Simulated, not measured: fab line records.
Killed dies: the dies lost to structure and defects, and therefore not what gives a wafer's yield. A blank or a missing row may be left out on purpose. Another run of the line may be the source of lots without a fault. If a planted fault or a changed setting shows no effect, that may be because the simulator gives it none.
fab line records | flow rit_cmos
record: lots: 5 wafers: 23
route steps=202 shown SPACER@128 NSD@139 PSD@150 SDANNEAL@155 SILICIDE@162 M1@184
start_h: hours from the record's first day to the start of the lot's first wafer shown | wait_h: hours since the lot's step before | " repeats the value in the row above | L1.1+2: a single row standing in for several wafers | - no value, or no start was given | * or withheld: withheld | < > ~ a bound
route shown NAME@n: NAME is a module with steps in the file, n the number in the route of the first one | usual: mean/standard deviation taken from wafers without a fault | same: alike in all rows | chamber/n: place in a boat | sites: the reading at each site | _std_site: how widely they spread, as a standard deviation | _edge_site: mean of outer sites minus mean of inner sites | radius_mm: how far each site lies from the wafer's centre | mask NAME#n: copy n | behind: the tool/chamber that last shaped the wafer | hold: the reason the lot was held/the length of the hold in hours/how it ended | device: the n, p or np transistor that did not switch | end of line: tests of these same wafers at the route's end | a step with no rows: only its recipe | killed: not the wafer's yield, but the dies lost to structure and defects at the first sort | map: a wafer's dies, marking killed ones x, the rest . and places with no die _
set.NAME: the run value of the setting; set.NAME@STEP: its run value at that earlier step | model.NAME: the simulator's own value behind a step, which no gauge read
lots run with intentionally changed settings; tables by step, rows by wafer
== steps ==
step: RIT_SPACER_CVD_03
recipe: material: Si3N4 target_thk_nm: 250 temp_c: 810 precursor: SiH2Cl2/NH3 time_s: 3300 pressure_mtorr: 300 sih2cl2_flow_sccm: 60 nh3_flow_sccm: 150
columns lot.wafer tool chamber start_h wait_h set.temp_c model.Si3N4_of_SPACER_CVD_03.thk_nm
L075.1+2 - - - 0.0 810 253.2
L075.4+5 " - " " 810 254.9
L075.6 " - " " 810 252.9
L076.1 - - - 2.1 810 255.4
L076.2 " - " " 810 254
L076.3 " - " " 810 255.1
L076.4 " - " " 810 252.7
L076.6 " - " " 810 252.4
L078.3 lpcvd-01 0 70.34 1.7 810 251.7
L078.4 " 0 " " 810 250.8
L078.5 " 0 " " 810 249.9
L079.1 - - - 1.9 790.6 173.8
L079.2 " - " " 790.6 175
L079.3+5 " - " " 790.6 172.8
L079.4 " - " " 790.6 174.8
L080.1 - - - 1.9 817.4 285.5
L080.2 " - " " 817.4 286.5
L080.3 " - " " 817.4 285.6
L080.4 " - " " 817.4 283
L080.5 " - " " 817.4 284.5
step: RIT_SPACER_THK_MEAS_04
recipe: reads: Si3N4_of_SPACER_CVD_03
usual: SPACER_NITRIDE_THK: 251.5/2.9
columns lot.wafer tool chamber start_h wait_h set.temp_c@SPACER_CVD_03 SPACER_NITRIDE_THK[nm]
L075.1 film_metro-01 - - - 810 253.1
L075.2 " - " " 810 253.3
L075.4 " - " " 810 254.9
L075.5 " - " " 810 254.9
L075.6 " - " " 810 252.9
L076.1 film_metro-01 - - - 810 255.4
L076.2 " - " " 810 254.0
L076.3 " - " " 810 255.1
L076.4 " - " " 810 252.8
L076.6 " - " " 810 252.4
L078.3 film_metro-04 - 72.27 0.0 810 251.8
L078.4 " - " " 810 250.9
L078.5 " - " " 810 249.6
L079.1 film_metro-01 - - - 790.6 173.8
L079.2 " - " " 790.6 174.9
L079.3 " - " " 790.6 172.8
L079.4 " - " " 790.6 174.9
L079.5 " - " " 790.6 172.7
L080.1 film_metro-01 - - - 817.4 285.6
L080.2 " - " " 817.4 286.5
L080.3 " - " " 817.4 285.3
L080.4 " - " " 817.4 283.0
L080.5 " - " " 817.4 284.7
step: RIT_SPACER_ETCHBACK_05
recipe: target_depth_a: 2500 SF6_flow_sccm: 30 CHF3_flow_sccm: 30 target: Si3N4 chemistry: SF6/CHF3 pressure_mtorr: 40 rf_w: 250 time_s: 240 stop_on: SiO2
usual: oes_product_au: 0.846/0.015
columns lot.wafer tool chamber start_h wait_h set.temp_c@SPACER_CVD_03 oes_product_au model.etch.depth_nm model.Si3N4_of_SPACER_CVD_03.thk_nm
L075.1 rie_diel-01 1 58.33 0.1 810 0.844 253.2 198.8
L075.2 " 0 " " 810 0.865 253.2 199
L075.4 " 3 " " 810 0.841 254.9 199.2
L075.5 " 1 " " 810 0.850 254.9 200.2
L075.6 " 2 " " 810 0.834 252.9 197.5
L076.1 rie_diel-01 2 67.36 0.1 810 0.832 - 200.5
L076.2 " 0 " " 810 0.859 254 199.4
L076.3 " 1 " " 810 0.851 255.1 200.6
L076.4 " 3 " " 810 0.843 - 197.4
L076.6 " 0 " " 810 0.859 - 198.1
L078.3 rie_diel-04 3 72.31 0.0 810 0.841 251.7 196.7
L078.4 " 1 " " 810 0.834 250.8 195.1
L078.5 " 1 " " 810 0.837 249.9 194.4
L079.1 rie_diel-04 1 77.26 0.1 790.6 0.654 173.8 135.5
L079.2 " 3 " " 790.6 0.651 175 136.7
L079.3 " 2 " " 790.6 0.657 172.8 135
L079.4 " 0 " " 790.6 0.648 174.8 136.2
L079.5 " 1 " " 790.6 0.651 172.8 134.7
L080.1 rie_diel-01 1 82.21 0.1 817.4 0.921 285.5 224.5
L080.2 " 3 " " 817.4 0.922 286.5 223.3
L080.3 " 2 " " 817.4 0.914 285.6 222.4
L080.4 " 0 " " 817.4 0.934 283 221.7
L080.5 " 0 " " 817.4 0.941 284.5 222.9
step: RIT_NSD_IMPLANT_08
recipe: species: P energy_kev: 25 dose_cm2: 1e+15 tilt_deg: 7
columns lot.wafer tool chamber start_h wait_h set.energy_kev model.implant.drp_nm
L075.1+4+5 implanter-04 0 59.64 0.1 25 14.84
L075.2+6 " 0 " " 25.57 15.04
L076.1+2+3+4+6 implanter-04 0 68.79 0.1 25 14.84
L078.3+4+5 implanter-01 0 73.68 0.1 25 14.84
L079.1+2+3+4+5 implanter-01 0 78.59 0.1 25 14.84
L080.1+3 implanter-01 0 83.40 0.1 25.59 15.05
L080.2+4+5 " 0 " " 25 14.84
step: RIT_PSD_IMPLANT_08
recipe: species: BF2 energy_kev: 27 dose_cm2: 5e+15 tilt_deg: 7
columns lot.wafer tool chamber start_h wait_h set.dose_cm2
L075.1+2+5 implanter-01 0 61.31 0.1 5e+15
L075.4+6 " 0 " " 4.714e+15
L076.1+2+3+4+6 implanter-02 0 70.34 0.1 5e+15
L078.3+4+5 implanter-02 0 75.40 0.1 5e+15
L079.1+3+5 implanter-02 0 80.21 0.1 5.312e+15
L079.2+4 " 0 " " 5e+15
L080.1+2+3+4+5 implanter-03 0 84.82 0.1 5e+15
step: RIT_PSD_STRIP_09
recipe: chemistry: O2 time_s: 180 resist: NOVOLAK platen_temp_c: withheld power_w: 500 pressure_mtorr: 4000 o2_flow_sccm: 4000
step: RIT_SDANNEAL_CLEAN_02
recipe: chemistry: SC2 mix: 3:3:50 time_s: 600 temp_c: 75 dry: n2_spin
step: RIT_SDANNEAL_RTA_03
recipe: temp_c: 1050 time_s: 5 idle_temp_c: 600 ramp_up_c_per_s: 342 ramp_down_c_per_s: 171 cool_to_c: 600 ambient: N2
step: RIT_SDANNEAL_RS_MEAS_04
recipe: thk_meas_gauge: four-point-probe
usual: PSD_RS: 115.90/0.3
columns lot.wafer tool chamber start_h wait_h set.dose_cm2@PSD_IMPLANT_08 PSD_RS[ohm/sq]
L075.1 film_metro-04 - 62.12 0.0 5e+15 115.87
L075.2 " - " " 5e+15 116.15
L075.4 " - " " 4.714e+15 116.58
L075.5 " - " " 5e+15 116.14
L075.6 " - " " 4.714e+15 117.06
L076.1 film_metro-04 - 71.15 0.0 5e+15 116.11
L076.2 " - " " 5e+15 116.07
L076.3 " - " " 5e+15 115.81
L076.4 " - " " 5e+15 116.23
L076.6 " - " " 5e+15 116.08
L078.3 film_metro-01 - 76.20 0.1 5e+15 115.37
L078.4 " - " " 5e+15 115.12
L078.5 " - " " 5e+15 115.63
L079.1 film_metro-01 - 81.04 0.0 5.312e+15 115.83
L079.2 " - " " 5e+15 116.45
L079.3 " - " " 5.312e+15 115.49
L079.4 " - " " 5e+15 116.41
L079.5 " - " " 5.312e+15 115.62
L080.1 film_metro-03 - 85.67 0.0 5e+15 116.05
L080.2 " - " " 5e+15 116.14
L080.3 " - " " 5e+15 115.84
L080.4 " - " " 5e+15 115.97
L080.5 " - " " 5e+15 116.11
step: RIT_SILICIDE_SPUTTER_01
recipe: material: Ti target_thk_nm: 30 power_w: 350 chamber_pressure_pa: 0.667 gas: Ar time_s: 240 substrate_temp_c: 25
columns lot.wafer tool chamber start_h wait_h set.time_s model.Ti_of_SILICIDE_SPUTTER_01.thk_nm
L075.1 pvd_sputter-01 - - - 240 30
L075.2 " - " " 226.6 28.14
L075.4 " - " " 226.6 28.07
L075.5 " - " " 240 30.27
L075.6 " - " " 240 29.77
L076.1 pvd_sputter-02 - - - 240 30.63
L076.2 " - " " 226.8 29.17
L076.3 " - " " 240 30.37
L076.4 " - " " 226.8 28.9
L076.6 " - " " 226.8 29.27
L078.3 pvd_sputter-04 - 76.66 0.0 240 30.04
L078.4 " - " " 240 30.05
L078.5 " - " " 240 29.74
L079.1 pvd_sputter-01 - - - 240 29.31
L079.2 " - " " 240 29.15
L079.3 " - " " 240 29.27
L079.4 " - " " 240 29.56
L079.5 " - " " 240 29.41
L080.1 pvd_sputter-04 - - - 254.3 31.99
L080.2 " - " " 240 29.99
L080.3 " - " " 254.3 31.88
L080.4 " - " " 254.3 32.2
L080.5 " - " " 240 29.85
step: RIT_SILICIDE_RS_MEAS_02
recipe: thk_meas_gauge: four-point-probe reads: Ti_of_SILICIDE_SPUTTER_01
usual: SILICIDE_TI_RS: 47.9/0.87
columns lot.wafer tool chamber start_h wait_h set.time_s@SILICIDE_SPUTTER_01 SILICIDE_TI_RS[ohm/sq]
L075.1 film_metro-04 - 62.76 0.1 240 47.9
L075.2 " - " " 226.6 51.9
L075.4 " - " " 226.6 52.1
L075.5 " - " " 240 47.4
L075.6 " - " " 240 48.3
L076.1 film_metro-04 - 71.79 0.1 240 46.5
L076.2 " - " " 226.8 49.5
L076.3 " - " " 240 47.2
L076.4 " - " " 226.8 50.2
L076.6 " - " " 226.8 49.4
L078.3 film_metro-03 - 76.85 0.1 240 47.7
L078.4 " - " " 240 47.7
L078.5 " - " " 240 48.3
L079.1 film_metro-04 - 81.68 0.1 240 49.4
L079.2 " - " " 240 49.6
L079.3 " - " " 240 49.4
L079.4 " - " " 240 48.9
L079.5 " - " " 240 49.0
L080.1 film_metro-04 - 86.31 0.1 254.3 44.2
L080.2 " - " " 240 48.0
L080.3 " - " " 254.3 44.5
L080.4 " - " " 254.3 43.9
L080.5 " - " " 240 48.2
step: RIT_SILICIDE_THK_MEAS_03
recipe: thk_meas_gauge: xrf reads: Ti_of_SILICIDE_SPUTTER_01
usual: SILICIDE_TI_THK: 30.2/0.45
columns lot.wafer tool chamber start_h wait_h set.time_s@SILICIDE_SPUTTER_01 SILICIDE_TI_THK[nm]
L075.1 film_metro-04 - 62.88 0.1 240 30.2
L075.2 " - " " 226.6 28.2
L075.4 " - " " 226.6 28.2
L075.5 " - " " 240 30.5
L075.6 " - " " 240 29.9
L076.1 film_metro-04 - 71.91 0.1 240 30.8
L076.2 " - " " 226.8 29.3
L076.3 " - " " 240 30.6
L076.4 " - " " 226.8 29.1
L076.6 " - " " 226.8 29.4
L078.3 film_metro-03 - 76.95 0.1 240 30.2
L078.4 " - " " 240 30.2
L078.5 " - " " 240 29.7
L079.1 film_metro-04 - 81.80 0.1 240 29.5
L079.2 " - " " 240 29.3
L079.3 " - " " 240 29.4
L079.4 " - " " 240 29.7
L079.5 " - " " 240 29.7
L080.1 film_metro-04 - 86.43 0.1 254.3 32.1
L080.2 " - " " 240 30.3
L080.3 " - " " 254.3 32.0
L080.4 " - " " 254.3 32.3
L080.5 " - " " 240 30.1
step: RIT_M1_SPUTTER_00
recipe: material: Al target_thk_nm: 400 power_w: 2000 chamber_pressure_pa: 0.4 gas: Ar time_s: 500 substrate_temp_c: 25
columns lot.wafer tool chamber start_h wait_h set.time_s model.Al_of_M1_SPUTTER_00.thk_nm
L075.1 pvd_sputter-02 - 65.34 0.0 500 406.3
L075.2 " - " " 500 404.3
L075.4 " - " " 500 398.6
L075.5 " - " " 500 400.2
L075.6 " - " " 500 404.5
L076.1 pvd_sputter-02 - 74.58 0.0 556.5 448.8
L076.2 " - " " 500 400
L076.3 " - " " 500 408.3
L076.4 " - " " 556.5 449.7
L076.6 " - " " 556.5 448.1
L078.3 pvd_sputter-03 - 79.51 0.0 500 402.2
L078.4 " - " " 500 395.5
L078.5 " - " " 500 393.9
L079.1 pvd_sputter-02 - 84.27 0.0 476.7 385.7
L079.2 " - " " 476.7 381.5
L079.3 " - " " 500 400.7
L079.4 " - " " 476.7 384
L079.5 " - " " 500 406.7
L080.1 pvd_sputter-03 - 88.89 0.0 474.9 383.4
L080.2 " - " " 500 407.3
L080.3 " - " " 500 399.1
L080.4 " - " " 474.9 384.2
L080.5 " - " " 500 409.4
step: RIT_M1_RS_MEAS_01
recipe: thk_meas_gauge: four-point-probe reads: Al_of_M1_SPUTTER_00
usual: M1_AL_RS: 0.0732/0.00092
columns lot.wafer tool chamber start_h wait_h set.time_s@M1_SPUTTER_00 M1_AL_RS[ohm/sq]
L075.1 film_metro-01 - 65.63 0.1 500 0.0722
L075.2 " - " " 500 0.0726
L075.4 " - " " 500 0.0736
L075.5 " - " " 500 0.0733
L075.6 " - " " 500 0.0724
L076.1 film_metro-04 - 74.88 0.1 556.5 0.0654
L076.2 " - " " 500 0.0736
L076.3 " - " " 500 0.0722
L076.4 " - " " 556.5 0.0651
L076.6 " - " " 556.5 0.0654
L078.3 film_metro-04 - 79.84 0.2 500 0.0733
L078.4 " - " " 500 0.0743
L078.5 " - " " 500 0.0746
L079.1 film_metro-04 - 84.56 0.1 476.7 0.0762
L079.2 " - " " 476.7 0.0770
L079.3 " - " " 500 0.0731
L079.4 " - " " 476.7 0.0766
L079.5 " - " " 500 0.0723
L080.1 film_metro-04 - 89.18 0.1 474.9 0.0767
L080.2 " - " " 500 0.0722
L080.3 " - " " 500 0.0737
L080.4 " - " " 474.9 0.0765
L080.5 " - " " 500 0.0718
step: RIT_M1_THK_MEAS_02
recipe: thk_meas_gauge: xrf reads: Al_of_M1_SPUTTER_00
usual: M1_AL_THK: 399/5.3
columns lot.wafer tool chamber start_h wait_h set.time_s@M1_SPUTTER_00 M1_AL_THK[nm]
L075.1 film_metro-01 - 65.75 0.1 500 408
L075.2 " - " " 500 406
L075.4 " - " " 500 398
L075.5 " - " " 500 400
L075.6 " - " " 500 402
L076.1 film_metro-04 - 75.00 0.1 556.5 445
L076.2 " - " " 500 395
L076.3 " - " " 500 403
L076.4 " - " " 556.5 447
L076.6 " - " " 556.5 443
L078.3 film_metro-04 - 79.94 0.1 500 399
L078.4 " - " " 500 392
L078.5 " - " " 500 391
L079.1 film_metro-04 - 84.68 0.1 476.7 382
L079.2 " - " " 476.7 379
L079.3 " - " " 500 397
L079.4 " - " " 476.7 381
L079.5 " - " " 500 402
L080.1 film_metro-04 - 89.30 0.1 474.9 380
L080.2 " - " " 500 403
L080.3 " - " " 500 396
L080.4 " - " " 474.9 382
L080.5 " - " " 500 408
step: RIT_M1_DEVELOP_08
recipe: resist: NOVOLAK develop_time_s: 68 dev_temp_c: 23
columns lot.wafer tool chamber start_h wait_h set.dev_temp_c
L075.1+2+4+5+6 litho_track-03 0 - - 23
L076.1+3+4 litho_track-02 0 - - 25.56
L076.2+6 " 0 " " 23
L078.3+4+5 litho_track-02 0 - - 23
L079.1+4+5 litho_track-03 0 - - 26.39
L079.2+3 " 0 " " 23
L080.1+5 litho_track-01 0 - - 20.65
L080.2+3+4 " 0 " " 23
step: RIT_M1_HARDBAKE_11
recipe: resist: NOVOLAK temp_c: 140 time_s: 120
step: RIT_M1_METAL_ETCH_12
recipe: stop_on: SiO2 chemistry: Cl2/BCl3 target: Al time_s: 165 over_etch_frac: 0.5 pressure_mtorr: 100 target_depth_a: 6000 rf_w: 250 Cl2_flow_sccm: 60 bcl3_flow_sccm: 50
usual: oes_product_au: 0.778/0.014
columns lot.wafer tool chamber start_h wait_h set.time_s@M1_SPUTTER_00 oes_product_au
L075.1 rie_metal-04 0 67.22 0.2 500 0.792
L075.2 " 1 " " 500 0.791
L075.4 " 1 " " 500 0.789
L075.5 " 1 " " 500 0.790
L075.6 " 0 " " 500 0.789
L076.1 rie_metal-02 0 76.58 0.2 556.5 0.828
L076.2 " 1 " " 500 0.793
L076.3 " 0 " " 500 0.777
L076.4 " 1 " " 556.5 0.841
L076.6 " 0 " " 556.5 0.819
L078.3 rie_metal-04 0 81.32 0.2 500 0.788
L078.4 " 1 " " 500 0.786
L078.5 " 1 " " 500 0.787
L079.1 rie_metal-01 0 86.03 0.2 476.7 0.744
L079.2 " 1 " " 476.7 0.750
L079.3 " 1 " " 500 0.769
L079.4 " 0 " " 476.7 0.738
L079.5 " 1 " " 500 0.775
L080.1 rie_metal-02 1 90.67 0.2 474.9 0.770
L080.2 " 0 " " 500 0.777
L080.3 " 0 " " 500 0.766
L080.4 " 1 " " 474.9 0.768
L080.5 " 0 " " 500 0.778
== key ==
split: step: RIT_SPACER_CVD_03 setting: temp_c stated: 810 by: lot
response: step: RIT_SPACER_CVD_03 reading: model.Si3N4_of_SPACER_CVD_03.thk_nm change: +33.4 per: 1% r: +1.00
response: step: RIT_SPACER_THK_MEAS_04 reading: SPACER_NITRIDE_THK change: +33.4 per: 1% r: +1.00
response: step: RIT_SPACER_ETCHBACK_05 reading: oes_product_au change: +0.0821 per: 1% r: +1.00
response: step: RIT_SPACER_ETCHBACK_05 reading: model.etch.depth_nm change: +33.4 per: 1% r: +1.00
response: step: RIT_SPACER_ETCHBACK_05 reading: model.Si3N4_of_SPACER_CVD_03.thk_nm change: +26.3 per: 1% r: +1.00
split: step: RIT_NSD_IMPLANT_08 setting: energy_kev stated: 25 by: wafer
response: step: RIT_NSD_IMPLANT_08 reading: model.implant.drp_nm change: +0.0891 per: 1% r: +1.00
split: step: RIT_PSD_IMPLANT_08 setting: dose_cm2 stated: 5e+15 by: wafer
response: step: RIT_SDANNEAL_RS_MEAS_04 reading: PSD_RS change: -0.13 per: 1% r: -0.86
split: step: RIT_SILICIDE_SPUTTER_01 setting: time_s stated: 240 by: wafer
response: step: RIT_SILICIDE_SPUTTER_01 reading: model.Ti_of_SILICIDE_SPUTTER_01.thk_nm change: +0.318 per: 1% r: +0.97
response: step: RIT_SILICIDE_RS_MEAS_02 reading: SILICIDE_TI_RS change: -0.637 per: 1% r: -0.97
response: step: RIT_SILICIDE_THK_MEAS_03 reading: SILICIDE_TI_THK change: +0.316 per: 1% r: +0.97
split: step: RIT_M1_SPUTTER_00 setting: time_s stated: 500 by: wafer
response: step: RIT_M1_SPUTTER_00 reading: model.Al_of_M1_SPUTTER_00.thk_nm change: +4.05 per: 1% r: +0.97
response: step: RIT_M1_RS_MEAS_01 reading: M1_AL_RS change: -0.000711 per: 1% r: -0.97
response: step: RIT_M1_THK_MEAS_02 reading: M1_AL_THK change: +4.08 per: 1% r: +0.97
response: step: RIT_M1_METAL_ETCH_12 reading: oes_product_au change: +0.00378 per: 1% r: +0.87
split: step: RIT_M1_DEVELOP_08 setting: dev_temp_c stated: 23 by: wafer
response none clear
